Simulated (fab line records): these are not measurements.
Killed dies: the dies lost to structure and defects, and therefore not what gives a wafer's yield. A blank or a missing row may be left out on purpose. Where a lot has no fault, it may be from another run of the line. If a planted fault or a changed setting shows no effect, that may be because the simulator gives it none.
Matching of chambers || flow berkeley-cmos170 || UCB170_M2_ETCH_17 on rie-diel-01 has 4 sister chambers
The step etches BARC in N2/H2. 14 wafers are shown with their chamber, then 7 later ones without.

## EACH WAFER AND ITS CHAMBER
{"wafer": "L806.1", "chamber": 2, "throttle-valve-pct (%)": 13.16, "oes-product-au (a.u.)": 1.028, "h2-flow-sccm (sccm)": 199.5}
{"wafer": "L806.2", "chamber": 1, "throttle-valve-pct (%)": 13.19, "oes-product-au (a.u.)": 1.010, "h2-flow-sccm (sccm)": 200.0}
{"wafer": "L806.3", "chamber": 0, "throttle-valve-pct (%)": 13.35, "oes-product-au (a.u.)": 1.001, "h2-flow-sccm (sccm)": 200.1}
{"wafer": "L805.1", "chamber": 1, "throttle-valve-pct (%)": 13.20, "oes-product-au (a.u.)": 1.015, "h2-flow-sccm (sccm)": 200.3}
{"wafer": "L805.2", "chamber": 3, "throttle-valve-pct (%)": 13.40, "oes-product-au (a.u.)": 1.009, "h2-flow-sccm (sccm)": 199.4}
{"wafer": "L805.4", "chamber": 0, "throttle-valve-pct (%)": 13.34, "oes-product-au (a.u.)": 1.008, "h2-flow-sccm (sccm)": 200.5}
{"wafer": "L807.2", "chamber": 1, "throttle-valve-pct (%)": 13.22, "oes-product-au (a.u.)": 1.010, "h2-flow-sccm (sccm)": 201.2}
{"wafer": "L807.5", "chamber": 0, "throttle-valve-pct (%)": 13.33, "oes-product-au (a.u.)": 0.998, "h2-flow-sccm (sccm)": 199.5}
{"wafer": "L807.6", "chamber": 3, "throttle-valve-pct (%)": 13.39, "oes-product-au (a.u.)": 1.003, "h2-flow-sccm (sccm)": 200.2}
{"wafer": "L823.2", "chamber": 0, "throttle-valve-pct (%)": 13.35, "oes-product-au (a.u.)": 1.018, "h2-flow-sccm (sccm)": 199.8}
{"wafer": "L823.4", "chamber": 1, "throttle-valve-pct (%)": 13.20, "oes-product-au (a.u.)": 1.003, "h2-flow-sccm (sccm)": 199.6}
{"wafer": "L823.6", "chamber": 1, "throttle-valve-pct (%)": 13.21, "oes-product-au (a.u.)": 1.016, "h2-flow-sccm (sccm)": 199.8}
{"wafer": "L824.2", "chamber": 1, "throttle-valve-pct (%)": 13.19, "oes-product-au (a.u.)": 1.024, "h2-flow-sccm (sccm)": 200.0}
{"wafer": "L824.4", "chamber": 3, "throttle-valve-pct (%)": 13.39, "oes-product-au (a.u.)": 1.003, "h2-flow-sccm (sccm)": 201.1}

SIGNATURES, as means of the wafers listed above
{"reading": "throttle-valve-pct", "chamber 0": 13.3425, "chamber 1": 13.2017, "chamber 2": 13.1600, "chamber 3": 13.3933, "scatter within a chamber": 0.0101}
{"reading": "oes-product-au", "chamber 0": 1.00625, "chamber 1": 1.01300, "chamber 2": 1.02800, "chamber 3": 1.00500, "scatter within a chamber": 0.00716}
{"reading": "h2-flow-sccm", "chamber 0": 199.975, "chamber 1": 200.150, "chamber 2": 199.500, "chamber 3": 200.233, "scatter within a chamber": 0.599}
Rule: a wafer's distance from a chamber is the root of the sum, over the readings, of the square of ((its reading less the chamber's mean) divided by the reading's scatter). If the next closest chamber is less than 2 further off than the closest, the wafer can't be placed; otherwise it belongs to the closest. How the scatter is found: for the shown wafers, subtract from each reading the mean of its chamber, square and add these, divide the total by (wafers less chambers), then take the root.

## WAFERS WITHOUT THEIR CHAMBER
{"wafer": "L824.5", "throttle-valve-pct (%)": 13.36, "oes-product-au (a.u.)": 1.012, "h2-flow-sccm (sccm)": 200.2}
{"wafer": "L828.1", "throttle-valve-pct (%)": 13.34, "oes-product-au (a.u.)": 1.012, "h2-flow-sccm (sccm)": 199.6}
{"wafer": "L828.4", "throttle-valve-pct (%)": 13.40, "oes-product-au (a.u.)": 1.006, "h2-flow-sccm (sccm)": 200.4}
{"wafer": "L828.5", "throttle-valve-pct (%)": 13.34, "oes-product-au (a.u.)": 1.003, "h2-flow-sccm (sccm)": 199.0}
{"wafer": "L827.2", "throttle-valve-pct (%)": 13.33, "oes-product-au (a.u.)": 1.016, "h2-flow-sccm (sccm)": 200.4}
{"wafer": "L827.3", "throttle-valve-pct (%)": 13.40, "oes-product-au (a.u.)": 1.006, "h2-flow-sccm (sccm)": 200.2}
{"wafer": "L827.4", "throttle-valve-pct (%)": 13.18, "oes-product-au (a.u.)": 1.009, "h2-flow-sccm (sccm)": 199.5}

## THE CHAMBER EACH PASSED THROUGH
{"wafer": "L824.5", "from the rows above": "can't be placed: 0 or 3", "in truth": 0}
{"wafer": "L828.1", "from the rows above": 0, "in truth": 0}
{"wafer": "L828.4", "from the rows above": 3, "in truth": 3}
{"wafer": "L828.5", "from the rows above": 0, "in truth": 0}
{"wafer": "L827.2", "from the rows above": 0, "in truth": 0}
{"wafer": "L827.3", "from the rows above": 3, "in truth": 3}
{"wafer": "L827.4", "from the rows above": "can't be placed: 1 or 2", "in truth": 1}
5 of 7 placed correctly. These rows do not allow placing 2 (true chamber among the candidates in 2). 0 placed wrongly.
